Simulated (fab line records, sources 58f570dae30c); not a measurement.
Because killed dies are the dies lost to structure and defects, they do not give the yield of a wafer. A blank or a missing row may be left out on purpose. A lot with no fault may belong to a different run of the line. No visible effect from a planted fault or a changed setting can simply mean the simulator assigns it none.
Comparing a struck lot with a sound one / flow berkeley cmos170 / 15 out of 331 route steps
Sound: these wafers, L134.3, L134.4, L134.5. Wafers struck: L145.3, L145.5, L145.6. The cause is named last.
Order at every step that has rows: each side's tool, ch and its chambers, its first start. Under that, the readings that differ: sound wafers / struck wafers / difference of the means / sigmas: that difference in standard deviations of wafers without a fault.
alike: words and numbers the same on both sides, and readings whose means are apart by under 2 such deviations; not compared: readings that were withheld, readings missing a value for some wafer, numbers with overlapping values and no deviation given by the record, and bounds like >300 which may hide the same value.
Wherever a step has rows on one side only, a row that says differs or no value, or a row with sigmas, the two part there. When numbers do not overlap yet have no deviation, they are printed without sigmas and do not part them. Lack of a reading on every wafer of one side parts them only where that side has two or more wafers.

first, 3 steps without rows for these wafers: UCB170_PWELL_EXPOSE_10 (exposes mask PWELL, target cd 3000 nm); UCB170_PWELL_PEB_11; UCB170_PWELL_DEVELOP_12 (develop time 45 s).
UCB170_PWELL_OVL_MEAS_13:
  sound on overlay-01 at day 5 22:18; struck on overlay-02 at day 7 17:28
  alike: PWELL_OVL
UCB170_PWELL_ETCH_14: etches Si3N4 in CH3F/Ar/O2, stops on SiO2, target depth 242 nm, time 151 s.
  sound on rie diel-02 ch 1,2,3, day 5 22:20; struck on rie diel-01 ch 0,1,3, day 7 17:29
  alike: O2_flow_sccm, drypump motor current A, oes product au, throttle valve pct
  not compared: rf hours counter h
after that, 1 step had no rows for these wafers: UCB170_PWELL_IMPLANT_15.
UCB170_PWELL_STRIP_16: strips in O2.
  sound on plasma asher-02 ch 0,1, day 5 22:37; struck on plasma asher-02 ch 0,1, day 7 17:47
  alike: drypump motor current A, oes product au, strip time to endpoint s
  not compared: rf hours counter h
UCB170_PWELL_TW_MEAS_17:
  sound on film metro-01 at day 5 22:42; struck on film metro-03 at day 7 17:52
  alike: PWELL_TW
then, 4 steps without rows for these wafers: UCB170_PWELL_CLEAN_18 (cleans in SPM, time 600 s); UCB170_PWELL_WET_ETCH_19 (etches Si3N4 in H3PO4, time 14400 s); UCB170_PWELL_WET_ETCH_20 (etches SiO2 in BOE, time 22 s); UCB170_WELLDRIVE_CLEAN_00 (cleans in SPM, time 600 s).
UCB170_WELLDRIVE_OXIDATION_01: target thk 199 nm, ox time 9000 s.
  sound on furnace-04 ch 0, day 6 10:05; struck on furnace-04 ch 0, day 8 03:40
reading=spike tc centre C (C); sound=1102.7 1102.4 1102.8; struck=1007.1 1006.1 1008.2; difference=-95.5; sigmas=-73
reading=spike tc load C (C); sound=1129.2 1128.3 1128.5; struck=1031.4 1030.8 1031.8; difference=-97.3; sigmas=-34
reading=spike tc source C (C); sound=1131.3 1130.9 1131.1; struck=1032.2 1035.0 1032.1; difference=-98.0; sigmas=-49
reading=tube center temp C (C); sound=1100.1 1100.1 1099.9; struck=1003.3 1003.3 1003.2; difference=-96.8; sigmas=-99 or more
reading=tube_center_temp_C_max; sound=1102.4 1102.9 1102.4; struck=1006.6 1006.0 1005.6; difference=-96.5; sigmas=-99 or more
reading=zone power load pct (%); sound=46.2 46.5 45.5; struck=36.9 36.1 36.4; difference=-9.6; sigmas=-5
reading=zone power source pct (%); sound=44.1 44.4 43.8; struck=34.9 34.5 34.4; difference=-9.5; sigmas=-5
reading=model.SiO2_of_WELLDRIVE_OXIDATION_01.thk nm (nm); sound=195.1 196.1 195.9; struck=93.36 94.89 92.1; difference=-102.25; sigmas=
UCB170_WELLDRIVE_THK_MEAS_02:
  sound on film metro-04 at day 6 13:37; struck on film metro-01 at day 8 07:35
reading=WELLDRIVE_OXIDE_THK (nm); sound=195 196 196; struck=93 95 92; difference=-102; sigmas=-34
  not compared: hold
after that, 1 step had no rows for these wafers: UCB170_M3_PROBE_99.

WHERE THEY PART
Last at UCB170_WELLDRIVE_THK_MEAS_02 as far as this record goes, first at UCB170_WELLDRIVE_OXIDATION_01.

WHY: what the simulator had put in
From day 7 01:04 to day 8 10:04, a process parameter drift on furnace-04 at UCB170_WELLDRIVE_OXIDATION_01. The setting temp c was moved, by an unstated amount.
